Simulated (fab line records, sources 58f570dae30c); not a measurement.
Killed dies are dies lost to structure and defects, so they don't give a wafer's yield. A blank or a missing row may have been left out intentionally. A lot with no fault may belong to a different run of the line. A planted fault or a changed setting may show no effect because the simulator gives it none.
Split-lot study :: flow berkeleyCmos170 :: 23 wafers read from 5 lots, route of 331 steps

== ON THE SPLIT ==
At UCB170_CONTACT_ETCH_18 (etches PSG in CHF3/CF4/Ar, stops on TiSi2, target depth 840 nm, time 195 s), the setting timeS was moved away from the recipe's 195 s on 7 of the 23 wafers read, by -11.3% to +8.4%. The other wafers ran this setting at the recipe's value.

Reading taken at the split's own step.

== THE READING ==
KrF_of_CONTACT_COAT_10.thkNm (the simulator's own value, which no gauge read), in nm, at UCB170_CONTACT_ETCH_18 (etches PSG in CHF3/CF4/Ar, stops on TiSi2, target depth 840 nm, time 195 s). The file does not state a usual value for it. Here, 16 wafers ran the recipe; their average is 691.1 nm with a standard deviation of 4.2 nm.

wafer: L077.1
tool, chamber at the split: rieDiel-04, 3
timeS as run, s: 195
against the recipe: recipe
KrF_of_CONTACT_COAT_10.thkNm, nm: 683.7
against lot-mates on the recipe: -

wafer: L077.2
tool, chamber at the split: rieDiel-04, 2
timeS as run, s: 195
against the recipe: recipe
KrF_of_CONTACT_COAT_10.thkNm, nm: 691.2
against lot-mates on the recipe: -

wafer: L077.4
tool, chamber at the split: rieDiel-04, 1
timeS as run, s: 195
against the recipe: recipe
KrF_of_CONTACT_COAT_10.thkNm, nm: 687.9
against lot-mates on the recipe: -

wafer: L077.5
tool, chamber at the split: rieDiel-04, 1
timeS as run, s: 195
against the recipe: recipe
KrF_of_CONTACT_COAT_10.thkNm, nm: 688.4
against lot-mates on the recipe: -

wafer: L077.6
tool, chamber at the split: rieDiel-04, 0
timeS as run, s: 195
against the recipe: recipe
KrF_of_CONTACT_COAT_10.thkNm, nm: 681.4
against lot-mates on the recipe: -

wafer: L081.1
tool, chamber at the split: rieDiel-03, 2
timeS as run, s: 195
against the recipe: recipe
KrF_of_CONTACT_COAT_10.thkNm, nm: 690.7
against lot-mates on the recipe: -

wafer: L081.2
tool, chamber at the split: rieDiel-03, 0
timeS as run, s: 195
against the recipe: recipe
KrF_of_CONTACT_COAT_10.thkNm, nm: 690.2
against lot-mates on the recipe: -

wafer: L081.6
tool, chamber at the split: rieDiel-03, 0
timeS as run, s: 195
against the recipe: recipe
KrF_of_CONTACT_COAT_10.thkNm, nm: 690.9
against lot-mates on the recipe: -

wafer: L085.1
tool, chamber at the split: rieDiel-03, 0
timeS as run, s: 211.4
against the recipe: +8.4%
KrF_of_CONTACT_COAT_10.thkNm, nm: 676.2
against lot-mates on the recipe: -16.9

wafer: L085.2
tool, chamber at the split: rieDiel-03, 2
timeS as run, s: 211.4
against the recipe: +8.4%
KrF_of_CONTACT_COAT_10.thkNm, nm: 678.8
against lot-mates on the recipe: -14.3

wafer: L085.4
tool, chamber at the split: rieDiel-03, 3
timeS as run, s: 195
against the recipe: recipe
KrF_of_CONTACT_COAT_10.thkNm, nm: 691.3
against lot-mates on the recipe: -

wafer: L085.5
tool, chamber at the split: rieDiel-03, 1
timeS as run, s: 211.4
against the recipe: +8.4%
KrF_of_CONTACT_COAT_10.thkNm, nm: 680.2
against lot-mates on the recipe: -12.9

wafer: L085.6
tool, chamber at the split: rieDiel-03, 2
timeS as run, s: 195
against the recipe: recipe
KrF_of_CONTACT_COAT_10.thkNm, nm: 694.9
against lot-mates on the recipe: -

wafer: L082.1
tool, chamber at the split: rieDiel-04, 1
timeS as run, s: 195
against the recipe: recipe
KrF_of_CONTACT_COAT_10.thkNm, nm: 694.4
against lot-mates on the recipe: -

wafer: L082.2
tool, chamber at the split: rieDiel-04, 3
timeS as run, s: 195
against the recipe: recipe
KrF_of_CONTACT_COAT_10.thkNm, nm: 695.4
against lot-mates on the recipe: -

wafer: L082.4
tool, chamber at the split: rieDiel-04, 2
timeS as run, s: 172.9
against the recipe: -11.3%
KrF_of_CONTACT_COAT_10.thkNm, nm: 724.7
against lot-mates on the recipe: +29.6

wafer: L082.5
tool, chamber at the split: rieDiel-04, 0
timeS as run, s: 172.9
against the recipe: -11.3%
KrF_of_CONTACT_COAT_10.thkNm, nm: 718.5
against lot-mates on the recipe: +23.4

wafer: L082.6
tool, chamber at the split: rieDiel-04, 3
timeS as run, s: 195
against the recipe: recipe
KrF_of_CONTACT_COAT_10.thkNm, nm: 695.4
against lot-mates on the recipe: -

wafer: L084.1
tool, chamber at the split: rieDiel-03, 3
timeS as run, s: 195
against the recipe: recipe
KrF_of_CONTACT_COAT_10.thkNm, nm: 696.5
against lot-mates on the recipe: -

wafer: L084.3
tool, chamber at the split: rieDiel-03, 2
timeS as run, s: 174.2
against the recipe: -10.7%
KrF_of_CONTACT_COAT_10.thkNm, nm: 716.5
against lot-mates on the recipe: +22.4

wafer: L084.4
tool, chamber at the split: rieDiel-03, 0
timeS as run, s: 195
against the recipe: recipe
KrF_of_CONTACT_COAT_10.thkNm, nm: 690.3
against lot-mates on the recipe: -

wafer: L084.5
tool, chamber at the split: rieDiel-03, 1
timeS as run, s: 174.2
against the recipe: -10.7%
KrF_of_CONTACT_COAT_10.thkNm, nm: 715.1
against lot-mates on the recipe: +21.0

wafer: L084.6
tool, chamber at the split: rieDiel-03, 2
timeS as run, s: 195
against the recipe: recipe
KrF_of_CONTACT_COAT_10.thkNm, nm: 695.6
against lot-mates on the recipe: -

THE FIT
A straight line over all 23 wafers: KrF_of_CONTACT_COAT_10.thkNm changes by -2.17 nm for each +1% of timeS; r = -0.94; the points scatter about the line by 4.5 nm.
The same after taking each lot's own level away (the mean of its wafers on the recipe; 23 wafers): -2.04 nm for each +1%; r = -0.97; scatter 2.7 nm.
According to that fit, moving timeS by its largest amount changes the reading by 23 nm.
Measured against the standard deviation above, the lots' own levels, which go from 686.52 to 695.07 nm, span 2.0 times it.
So the lot-to-lot level changes the slope little: the two slopes agree.
Check: for one of the wafers moved furthest among these (-11.3%), held out of the fit, the line's prediction against its lot-mates is +22.2 nm. It came out at +29.6 nm against them.

== OTHER SPLITS ON THESE WAFERS ==
Other splits were also applied to these wafers ahead of the reading. Each is held against what the fit with the lots' levels taken away leaves over:
other split on the same wafers: UCB170_CONTACT_CVD_01 o2FlowSccm
wafers away from the commonest value: 15
r with KrF_of_CONTACT_COAT_10.thkNm (lot level and that fit taken away): +0.05

== THE FILE'S OWN FIT ==
KrF_of_CONTACT_COAT_10.thkNm changes by -2.09 nm for each +1% of timeS, r = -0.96.
